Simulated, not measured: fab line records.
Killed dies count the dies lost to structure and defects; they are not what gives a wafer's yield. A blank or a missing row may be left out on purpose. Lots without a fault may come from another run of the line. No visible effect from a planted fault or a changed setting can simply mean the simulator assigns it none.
Which tool did it?	flow rit cmos	42 wafers from 14 lots sampled at 3 of the route's 202 steps

== WHAT THE GAUGES READ, wafer by wafer ==
RIT_PSD_TW_MEAS_10.
lot	measured	on	PSD_TW
L455	day 3 11:26	film metro-03	3454 3460 3477
L456	day 3 16:46	film metro-04	3398 3407 3419
L457	day 3 16:53	film metro-02	3434 3433 3459
L458	day 4 00:37	film metro-02	3450 3456 3470
L459	day 4 03:59	film metro-02	3454 3460 3463
L462	day 4 14:47	film metro-03	3529 3524 3535
L464	day 5 10:40	film metro-03	3528 3516 3523
L469	day 6 12:25	film metro-04	3430 3415 3424
L470	day 6 15:24	film metro-04	3434 3427 3431
L473	day 7 06:32	film metro-03	3462 3471 3480
L474	day 7 11:16	film metro-04	3422 3406 3408
L476	day 7 18:29	film metro-04	3405 3410 3431
L477	day 7 23:43	film metro-02	3458 3462 3458
L478	day 8 02:19	film metro-02	3460 3470 3452

RIT_SDANNEAL_RS_MEAS_04: uses a four-point probe to measure.
lot	measured	on	PSD_RS (ohm/sq)
L455	day 3 11:57	film metro-04	115.63 116.02 116.03
L456	day 3 17:16	film metro-04	116.05 116.06 115.99
L457	day 3 17:22	film metro-03	115.75 116.16 116.00
L458	day 4 01:07	film metro-02	116.03 115.95 116.36
L459	day 4 04:30	film metro-03	115.90 116.25 116.21
L462	day 4 15:19	film metro-03	112.10 112.32 112.61
L464	day 5 11:09	film metro-02	112.77 112.65 112.38
L469	day 6 12:54	film metro-03	115.72 115.59 115.79
L470	day 6 15:53	film metro-04	116.20 115.90 115.85
L473	day 7 07:14	film metro-02	116.37 116.29 116.40
L474	day 7 11:56	film metro-02	116.58 116.24 116.33
L476	day 7 19:11	film metro-02	115.59 115.73 115.69
L477	day 8 00:13	film metro-02	116.33 116.30 116.15
L478	day 8 02:50	film metro-02	115.99 115.82 115.75

== WHICH TOOL RAN EACH LOT (tool, then ch and the chambers of the sampled wafers, then the start) ==
lot	RIT_PSD_IMPLANT_08
L455	implanter-02 ch 0, day 3 11:08
L456	implanter-02 ch 0, day 3 16:27
L457	implanter-03 ch 0, day 3 16:34
L458	implanter-01 ch 0, day 4 00:19
L459	implanter-02 ch 0, day 4 03:39
L462	implanter-02 ch 0, day 4 14:29
L464	implanter-02 ch 0, day 5 10:20
L469	implanter-03 ch 0, day 6 12:05
L470	implanter-03 ch 0, day 6 15:05
L473	implanter-03 ch 0, day 7 06:14
L474	implanter-01 ch 0, day 7 10:56
L476	implanter-01 ch 0, day 7 18:11
L477	implanter-01 ch 0, day 7 23:23
L478	implanter-01 ch 0, day 8 01:59
- RIT_PSD_IMPLANT_08

== AS READ BY THE TOOLS THEMSELVES (means over the sampled wafers that have a number; for cases with no such wafer, the mark the record gives instead) ==
RIT_PSD_IMPLANT_08.
lot	tool	beam on s (s)	dose ions cm2
L455	implanter-02	12.8	5.000e+15
L456	implanter-02	12.9	4.996e+15
L457	implanter-03	14.6	5.000e+15
L458	implanter-01	13.1	5.003e+15
L459	implanter-02	12.8	4.995e+15
L462	implanter-02	17.1	6.745e+15
L464	implanter-02	17.3	6.748e+15
L469	implanter-03	14.7	5.002e+15
L470	implanter-03	14.8	5.002e+15
L473	implanter-03	15.0	5.002e+15
L474	implanter-01	13.3	5.006e+15
L476	implanter-01	13.3	5.004e+15
L477	implanter-01	12.8	5.010e+15
L478	implanter-01	13.2	4.998e+15

== THE ANSWER, worked out from the rows above alone ==
Rule: what is usual is taken from the lots themselves. Put in order of their means at a reading, lots are off if they are a third of the lots or fewer, leave a main group of 4 or more, and stand apart from it by a gap of 3 or more times the standard deviation of the main group's means; of several such gaps the widest counts. The tables above print the reading to a certain number of digits; a main group whose means all agree to those digits is not used. A lot without any number at a reading at which 4 lots or more have one is off too. Where the step has rows for the other lots, those lots are counted as sound. First the gauges in route order, then the tools' own readings, where a lot's mean is used as printed above. At the first step where some lot is off, the reading lying furthest off is the one used; lots without a number count as furthest.
Off: at RIT_SDANNEAL_RS_MEAS_04 (PSD_RS), L462, L464. For the main group the mean is 116.03 ohm/sq and the standard deviation 0.22.
A tool fits if, at a process step before that reading, it ran every lot that is off, and no sound lot after the first of them. Not tried: the gauges at RIT_SDANNEAL_RS_MEAS_04; whatever is off there is also off at RIT_PSD_IMPLANT_08, on other tools, and gauge error can't account for it. One fits: implanter-02 at RIT_PSD_IMPLANT_08. A fault onset in the window from L459 (day 4 03:39, its last sound lot) to L462 (day 4 14:29, its first lot off) fits.
The tool's own readings at RIT_PSD_IMPLANT_08 bear it out: on the lots that are off they differ by more than 5 times the standard deviation of the sound lots' means. dose ions cm2 reads 6.746e+15 there against 5.002e+15 on the sound lots.

== WHAT THE SIMULATOR HAD PUT IN ==
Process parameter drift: implanter-02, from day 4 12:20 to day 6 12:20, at RIT_PSD_IMPLANT_08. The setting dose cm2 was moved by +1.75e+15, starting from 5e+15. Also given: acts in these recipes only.
Shown lots that were struck: L462, L464. The rule above reached the same finding.
